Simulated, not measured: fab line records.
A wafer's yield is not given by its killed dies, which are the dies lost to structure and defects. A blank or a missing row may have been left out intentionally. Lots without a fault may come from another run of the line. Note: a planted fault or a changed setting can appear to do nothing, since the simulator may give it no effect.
Which of the tools did it? + flow berkeley_cmos170 + 42 wafers from 14 lots sampled at 4 of the route's 331 steps

## WHAT THE GAUGES SHOWED, per wafer
UCB170_PWELL_THK_MEAS_03. Usual: PWELL_OXIDE_THK 26.8 nm, standard deviation 0.41.
| lot  | measured    | on            | PWELL_OXIDE_THK (nm) | flag |
|------|-------------|---------------|----------------------|------|
| L505 | day 3 04:11 | film_metro-02 | 26.8 26.7 26.8       |      |
| L507 | day 3 14:41 | film_metro-02 | 26.7 26.5 26.2       |      |
| L506 | day 3 14:41 | film_metro-01 | 27.0 26.7 26.6       |      |
| L508 | day 3 22:34 | film_metro-04 | 27.3 27.0 27.1       |      |
| L511 | day 4 13:10 | film_metro-01 | 27.1 27.1 27.0       |      |
| L510 | day 4 13:14 | film_metro-02 | 27.2 27.0 26.5       |      |
| L512 | day 4 13:10 | film_metro-04 | 27.0 26.4 27.0       |      |
| L514 | day 5 13:58 | film_metro-04 | 27.1 27.2 27.2       |      |
| L518 | day 5 13:58 | film_metro-02 | 26.7 26.4 26.4       |      |
| L523 | day 7 00:07 | film_metro-02 | 27.2 26.7 27.1       |      |
| L527 | day 7 19:34 | film_metro-04 | 26.5 27.1 27.2       |      |
| L526 | day 7 19:33 | film_metro-02 | 26.2 26.3 26.3       |      |

UCB170_CONTACT_CD_MEAS_90: target cd 700 nm. Usual: cd_nm at 700.1 nm, with a standard deviation of 1.5.
| lot  | measured     | on        | cd_nm (nm)        | flag |
|------|--------------|-----------|-------------------|------|
| L505 | day 8 02:34  | cd_sem-01 | 701.4 701.6 699.6 |      |
| L507 | day 8 13:02  | cd_sem-01 | 700.7 701.8 701.0 |      |
| L506 | day 8 13:16  | cd_sem-02 | 699.7 700.6 700.9 |      |
| L508 | day 8 11:58  | cd_sem-01 | 700.7 699.5 699.4 |      |
| L511 | day 9 20:32  | cd_sem-02 | 697.3 696.7 697.8 |      |
| L510 | day 9 21:35  | cd_sem-02 | 699.9 698.3 698.7 |      |
| L512 | day 10 00:58 | cd_sem-02 | 700.7 698.4 700.0 |      |
| L514 | day 10 20:32 | cd_sem-01 | 699.3 698.2 699.0 |      |
| L518 | day 10 20:23 | cd_sem-01 | 701.8 701.4 701.6 |      |
| L523 | day 12 07:44 | cd_sem-02 | 703.3 702.8 702.8 |      |
| L527 | day 13 02:26 | cd_sem-02 | 701.1 701.0 700.2 |      |
| L526 | day 13 01:07 | cd_sem-01 | 699.8 698.8 699.4 |      |

UCB170_V2_BOW_MEAS_03. Usual: V2_BOW 35 um, standard deviation 7.4.
| lot  | measured     | on            | V2_BOW (um) | flag |
|------|--------------|---------------|-------------|------|
| L505 | day 8 12:35  | film_metro-01 | 28 29 32    |      |
| L507 | day 8 23:38  | film_metro-03 | 42 27 30    |      |
| L506 | day 8 23:55  | film_metro-02 | 39 39 48    |      |
| L508 | day 8 21:25  | film_metro-03 | 41 20 34    |      |
| L511 | day 10 09:51 | film_metro-02 | 40 33 39    |      |
| L510 | day 10 10:09 | film_metro-02 | 33 55 39    |      |
| L512 | day 10 10:53 | film_metro-01 | 37 39 34    |      |
| L514 | day 11 07:19 | film_metro-03 | 38 37 36    |      |
| L518 | day 11 09:16 | film_metro-02 | 23 26 44    |      |
| L523 | day 12 18:41 | film_metro-02 | 27 29 38    |      |
| L527 | day 13 12:35 | film_metro-02 | 30 23 27    |      |
| L526 | day 13 11:29 | film_metro-01 | 52 36 35    |      |

## TOOL THAT RAN EACH LOT (tool first, then ch and the chambers of the sampled wafers, then the start)
| lot  | UCB170_NWELL_PEB_10              |
|------|----------------------------------|
| L505 | litho_track-01 ch 0, day 2 18:46 |
| L507 | litho_track-04 ch 0, day 3 03:52 |
| L506 | litho_track-02 ch 0, day 3 04:22 |
| L508 | litho_track-04 ch 0, day 3 07:16 |
| L511 | litho_track-01 ch 0, day 3 18:31 |
| L510 | litho_track-01 ch 0, day 3 19:17 |
| L512 | litho_track-01 ch 0, day 4 00:22 |
| L514 | litho_track-01 ch 0, day 4 20:27 |
| L518 | litho_track-04 ch 0, day 5 06:17 |
| L516 | litho_track-04, day 5 06:34      |
| L519 | litho_track-04, day 5 12:11      |
| L523 | litho_track-04 ch 0, day 6 12:17 |
| L527 | litho_track-01 ch 0, day 7 04:05 |
| L526 | litho_track-04 ch 0, day 7 04:19 |
- UCB170_NWELL_PEB_10

## AS READ BY THE TOOLS THEMSELVES (means over the sampled wafers that have a number; for cases with no such wafer, the mark the record gives instead)
UCB170_NWELL_PEB_10. Usual: chill_plate_temp_C 23.00 C, standard deviation 0.12; exhaust_pa 44.8 Pa, standard deviation 1.1.
| lot  | tool           | chill_plate_temp_C (C) | exhaust_pa (Pa) | flag |
|------|----------------|------------------------|-----------------|------|
| L505 | litho_track-01 | 23.03                  | 44.1            |      |
| L507 | litho_track-04 | 22.91                  | 44.7            |      |
| L506 | litho_track-02 | 23.04                  | 45.0            |      |
| L508 | litho_track-04 | 23.02                  | 45.4            |      |
| L511 | litho_track-01 | 23.10                  | 45.5            |      |
| L510 | litho_track-01 | 22.95                  | 44.0            |      |
| L512 | litho_track-01 | 23.01                  | 43.6            |      |
| L514 | litho_track-01 | 22.78                  | 45.2            |      |
| L518 | litho_track-04 | 23.03                  | 44.2            |      |
| L516 | litho_track-04 | -                      | -               | OFF  |
| L519 | litho_track-04 | -                      | -               | OFF  |
| L523 | litho_track-04 | 23.00                  | 44.2            |      |
| L527 | litho_track-01 | 22.93                  | 46.7            |      |
| L526 | litho_track-04 | 22.93                  | 44.9            |      |

## THE ANSWER, worked out from the rows above alone
Rule: take the mean of a lot's wafers that have a number; if it is more than 3 standard deviations from the usual mean, the lot is off. Also off: a lot with no number at a reading for which 4 or more lots have one. Any other lot the step has rows for is counted as sound. First the gauges in route order, then the tools' own readings, where a lot's mean is used as printed above. The first step at which some lot is off is used, and at that step the reading that is off furthest; a lot without a number counts as furthest.
Off: L516, L519 (UCB170_NWELL_PEB_10, chill_plate_temp_C). Without a number there: L516, L519.
A tool fits if, at that step or a process step before it, it ran every lot that is off, and no sound lot after the first of them. Of those tried, none fits.

## WHAT WAS PUT IN BY THE SIMULATOR
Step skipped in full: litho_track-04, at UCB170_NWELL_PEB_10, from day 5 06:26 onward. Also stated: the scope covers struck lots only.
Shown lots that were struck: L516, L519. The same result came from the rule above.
